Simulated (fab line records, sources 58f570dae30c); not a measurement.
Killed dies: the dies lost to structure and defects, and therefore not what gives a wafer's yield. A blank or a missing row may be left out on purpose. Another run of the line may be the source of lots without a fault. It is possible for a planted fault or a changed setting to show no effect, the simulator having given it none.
The tool behind it: which one? :: flow berkeley_cmos170 :: 15 lots, 45 wafers sampled, at 5 steps of a route of 331

== WHAT THE GAUGES READ, wafer by wafer ==
UCB170_SCREENOX_THK_MEAS_02.
lot: L889
measured: day 5 17:11
on: film_metro-01
SCREENOX_OXIDE_THK (nm): 14.24 14.34 14.30

lot: L892
measured: day 6 21:35
on: film_metro-01
SCREENOX_OXIDE_THK (nm): 14.41 14.35 14.35

lot: L894
measured: day 6 21:35
on: film_metro-04
SCREENOX_OXIDE_THK (nm): 14.49 14.41 14.64

lot: L893
measured: day 6 21:36
on: film_metro-02
SCREENOX_OXIDE_THK (nm): 14.32 14.15 14.23

lot: L891
measured: day 6 21:38
on: film_metro-01
SCREENOX_OXIDE_THK (nm): 14.28 14.31 14.40

lot: L895
measured: day 7 06:02
on: film_metro-04
SCREENOX_OXIDE_THK (nm): 14.19 14.28 14.46

lot: L897
measured: day 7 18:52
on: film_metro-02
SCREENOX_OXIDE_THK (nm): 14.44 14.54 14.20

lot: L899
measured: day 7 18:52
on: film_metro-01
SCREENOX_OXIDE_THK (nm): 14.07 14.12 14.24

lot: L903
measured: day 8 18:25
on: film_metro-01
SCREENOX_OXIDE_THK (nm): 14.19 14.48 14.18

lot: L904
measured: day 8 18:26
on: film_metro-02
SCREENOX_OXIDE_THK (nm): 14.44 14.24 14.51

lot: L905
measured: day 8 18:26
on: film_metro-04
SCREENOX_OXIDE_THK (nm): 14.44 14.22 13.95

lot: L906
measured: day 9 11:17
on: film_metro-04
SCREENOX_OXIDE_THK (nm): 14.34 14.21 14.23

lot: L907
measured: day 9 11:22
on: film_metro-01
SCREENOX_OXIDE_THK (nm): 14.61 14.17 14.85

lot: L908
measured: day 9 11:23
on: film_metro-02
SCREENOX_OXIDE_THK (nm): 13.94 14.28 14.08

lot: L910
measured: day 10 05:43
on: film_metro-01
SCREENOX_OXIDE_THK (nm): 14.76 14.91 14.69

UCB170_FIELD_THK_MEAS_91.
lot: L889
measured: day 6 01:14
on: film_metro-02
FIELD_OXIDE_LEFT_2_THK (nm): 344 353 350

lot: L892
measured: day 7 05:39
on: film_metro-02
FIELD_OXIDE_LEFT_2_THK (nm): 372 364 386

lot: L894
measured: day 7 05:37
on: film_metro-04
FIELD_OXIDE_LEFT_2_THK (nm): 391 380 385

lot: L893
measured: day 7 05:12
on: film_metro-02
FIELD_OXIDE_LEFT_2_THK (nm): 356 358 371

lot: L891
measured: day 7 05:37
on: film_metro-03
FIELD_OXIDE_LEFT_2_THK (nm): 397 388 389

lot: L895
measured: day 7 13:46
on: film_metro-04
FIELD_OXIDE_LEFT_2_THK (nm): 355 357 357

lot: L897
measured: day 8 03:22
on: film_metro-02
FIELD_OXIDE_LEFT_2_THK (nm): 347 348 341

lot: L899
measured: day 8 03:00
on: film_metro-03
FIELD_OXIDE_LEFT_2_THK (nm): 333 344 340

lot: L903
measured: day 9 02:07
on: film_metro-04
FIELD_OXIDE_LEFT_2_THK (nm): 347 340 336

lot: L904
measured: day 9 01:59
on: film_metro-04
FIELD_OXIDE_LEFT_2_THK (nm): 346 335 349

lot: L905
measured: day 9 02:03
on: film_metro-04
FIELD_OXIDE_LEFT_2_THK (nm): 344 345 338

lot: L906
measured: day 9 20:28
on: film_metro-04
FIELD_OXIDE_LEFT_2_THK (nm): 353 345 354

lot: L907
measured: day 9 20:05
on: film_metro-03
FIELD_OXIDE_LEFT_2_THK (nm): 362 364 369

lot: L908
measured: day 9 20:07
on: film_metro-04
FIELD_OXIDE_LEFT_2_THK (nm): 332 330 339

lot: L910
measured: day 10 13:41
on: film_metro-04
FIELD_OXIDE_LEFT_2_THK (nm): 370 366 379

UCB170_GATE_OVL_MEAS_13.
lot: L889
measured: day 6 16:58
on: overlay-01
GATE_OVL (nm): 2 7 5

lot: L892
measured: day 7 18:00
on: overlay-02
GATE_OVL (nm): -1 -3 -3

lot: L894
measured: day 7 17:46
on: overlay-02
GATE_OVL (nm): -5 0 0

lot: L893
measured: day 7 18:17
on: overlay-02
GATE_OVL (nm): 1 4 1

lot: L891
measured: day 7 17:31
on: overlay-01
GATE_OVL (nm): -7 -2 -4

lot: L895
measured: day 8 01:51
on: overlay-02
GATE_OVL (nm): 4 10 2

lot: L897
measured: day 8 15:01
on: overlay-01
GATE_OVL (nm): -2 3 3

lot: L899
measured: day 8 14:46
on: overlay-01
GATE_OVL (nm): 4 4 5

lot: L903
measured: day 9 14:28
on: overlay-02
GATE_OVL (nm): -2 10 7

lot: L904
measured: day 9 14:29
on: overlay-01
GATE_OVL (nm): 8 3 8

lot: L905
measured: day 9 14:36
on: overlay-02
GATE_OVL (nm): 2 -1 3

lot: L906
measured: day 10 05:36
on: overlay-02
GATE_OVL (nm): 4 0 0

lot: L907
measured: day 10 04:53
on: overlay-01
GATE_OVL (nm): 3 -1 -4

lot: L908
measured: day 10 05:53
on: overlay-01
GATE_OVL (nm): 2 2 7

lot: L910
measured: day 10 21:52
on: overlay-02
GATE_OVL (nm): 4 1 3

UCB170_GATE_CD_MEAS_90: target cd 350 nm.
lot: L889
measured: day 6 17:12
on: cd_sem-02
cd_nm (nm): 350.8 349.7 349.3

lot: L892
measured: day 7 18:14
on: cd_sem-01
cd_nm (nm): 349.1 350.1 350.3

lot: L894
measured: day 7 18:01
on: cd_sem-02
cd_nm (nm): 351.5 350.7 349.7

lot: L893
measured: day 7 18:32
on: cd_sem-01
cd_nm (nm): 349.2 350.2 350.6

lot: L891
measured: day 7 17:44
on: cd_sem-01
cd_nm (nm): 347.5 348.8 347.7

lot: L895
measured: day 8 02:05
on: cd_sem-01
cd_nm (nm): 348.2 348.6 349.0

lot: L897
measured: day 8 15:51
on: cd_sem-02
cd_nm (nm): 351.5 351.2 352.0

lot: L899
measured: day 8 15:31
on: cd_sem-02
cd_nm (nm): 348.1 351.2 347.9

lot: L903
measured: day 9 14:50
on: cd_sem-02
cd_nm (nm): 350.1 350.1 350.1

lot: L904
measured: day 9 14:58
on: cd_sem-02
cd_nm (nm): 349.3 349.5 351.3

lot: L905
measured: day 9 15:05
on: cd_sem-02
cd_nm (nm): 349.8 350.1 348.0

lot: L906
measured: day 10 05:49
on: cd_sem-01
cd_nm (nm): 347.6 348.4 349.1

lot: L907
measured: day 10 05:07
on: cd_sem-02
cd_nm (nm): 349.9 350.5 352.1

lot: L908
measured: day 10 06:13
on: cd_sem-02
cd_nm (nm): 348.6 348.5 349.4

lot: L910
measured: day 10 22:07
on: cd_sem-02
cd_nm (nm): 350.1 350.4 352.4

== EACH LOT AND THE TOOL THAT RAN IT (in order: tool; ch and the chambers of the sampled wafers; start) ==
lot: L889
UCB170_GATE_WET_ETCH_00: wet_bench-03 ch 1, day 6 01:10

lot: L892
UCB170_GATE_WET_ETCH_00: wet_bench-02 ch 3, day 7 05:32

lot: L894
UCB170_GATE_WET_ETCH_00: wet_bench-02 ch 2, day 7 05:32

lot: L893
UCB170_GATE_WET_ETCH_00: wet_bench-02 ch 3, day 7 05:07

lot: L891
UCB170_GATE_WET_ETCH_00: wet_bench-02 ch 0, day 7 05:32

lot: L895
UCB170_GATE_WET_ETCH_00: wet_bench-02 ch 0, day 7 13:41

lot: L897
UCB170_GATE_WET_ETCH_00: wet_bench-02 ch 1, day 8 03:17

lot: L899
UCB170_GATE_WET_ETCH_00: wet_bench-02 ch 1, day 8 02:56

lot: L903
UCB170_GATE_WET_ETCH_00: wet_bench-03 ch 2, day 9 02:02

lot: L904
UCB170_GATE_WET_ETCH_00: wet_bench-03 ch 1, day 9 01:55

lot: L905
UCB170_GATE_WET_ETCH_00: wet_bench-03 ch 3, day 9 01:59

lot: L906
UCB170_GATE_WET_ETCH_00: wet_bench-02 ch 2, day 9 20:24

lot: L907
UCB170_GATE_WET_ETCH_00: wet_bench-02 ch 3, day 9 20:01

lot: L908
UCB170_GATE_WET_ETCH_00: wet_bench-02 ch 2, day 9 20:01

lot: L910
UCB170_GATE_WET_ETCH_00: wet_bench-02 ch 2, day 10 13:37
- UCB170_GATE_WET_ETCH_00: etches SiO2 in dHF, time 200 s.

== WHAT THE TOOLS THEMSELVES READ (means of the sampled wafers that have a number; where no wafer has one, the mark that the record gives instead) ==
UCB170_GATE_WET_ETCH_00.
lot: L889
tool: wet_bench-03
bath_heat_duty_pct (%): 6.2
run_length_s (s): 234

lot: L892
tool: wet_bench-02
bath_heat_duty_pct (%): -
run_length_s (s): -

lot: L894
tool: wet_bench-02
bath_heat_duty_pct (%): -
run_length_s (s): -

lot: L893
tool: wet_bench-02
bath_heat_duty_pct (%): 7.5
run_length_s (s): 232

lot: L891
tool: wet_bench-02
bath_heat_duty_pct (%): -
run_length_s (s): -

lot: L895
tool: wet_bench-02
bath_heat_duty_pct (%): 6.4
run_length_s (s): 235

lot: L897
tool: wet_bench-02
bath_heat_duty_pct (%): 7.2
run_length_s (s): 226

lot: L899
tool: wet_bench-02
bath_heat_duty_pct (%): 7.5
run_length_s (s): 225

lot: L903
tool: wet_bench-03
bath_heat_duty_pct (%): 6.1
run_length_s (s): 225

lot: L904
tool: wet_bench-03
bath_heat_duty_pct (%): 5.6
run_length_s (s): 227

lot: L905
tool: wet_bench-03
bath_heat_duty_pct (%): 6.3
run_length_s (s): 228

lot: L906
tool: wet_bench-02
bath_heat_duty_pct (%): 6.4
run_length_s (s): 225

lot: L907
tool: wet_bench-02
bath_heat_duty_pct (%): 7.2
run_length_s (s): 225

lot: L908
tool: wet_bench-02
bath_heat_duty_pct (%): 7.0
run_length_s (s): 224

lot: L910
tool: wet_bench-02
bath_heat_duty_pct (%): 6.7
run_length_s (s): 225

== THE ANSWER, worked out from the rows above alone ==
Rule: what is usual is taken from the lots themselves. Put in order of their means at a reading, lots are off if they are a third of the lots or fewer, leave a main group of 4 or more, and stand apart from it by a gap of 3 or more times the standard deviation of the main group's means; of several such gaps the widest counts. The tables above print the reading to a certain number of digits; a main group whose means all agree to those digits is not used. Also off: a lot with no number at a reading for which 4 or more lots have one. The other lots that the step has rows for count as sound. First the gauges in route order, then the tools' own readings, where a lot's mean is used as printed above. The first step at which some lot is off is used, and at that step the reading that is off furthest; a lot without a number counts as furthest.
Off: L892, L894, L891, at UCB170_GATE_WET_ETCH_00 (bath_heat_duty_pct). Without a number there: L892, L894, L891. The main group: mean 6.7 %, standard deviation 0.58.
A tool fits if, at that step or a process step before it, it ran every lot that is off, and no sound lot after the first of them. Not one of the candidates tried fits.

== WHAT HAD BEEN PUT IN BY THE SIMULATOR ==
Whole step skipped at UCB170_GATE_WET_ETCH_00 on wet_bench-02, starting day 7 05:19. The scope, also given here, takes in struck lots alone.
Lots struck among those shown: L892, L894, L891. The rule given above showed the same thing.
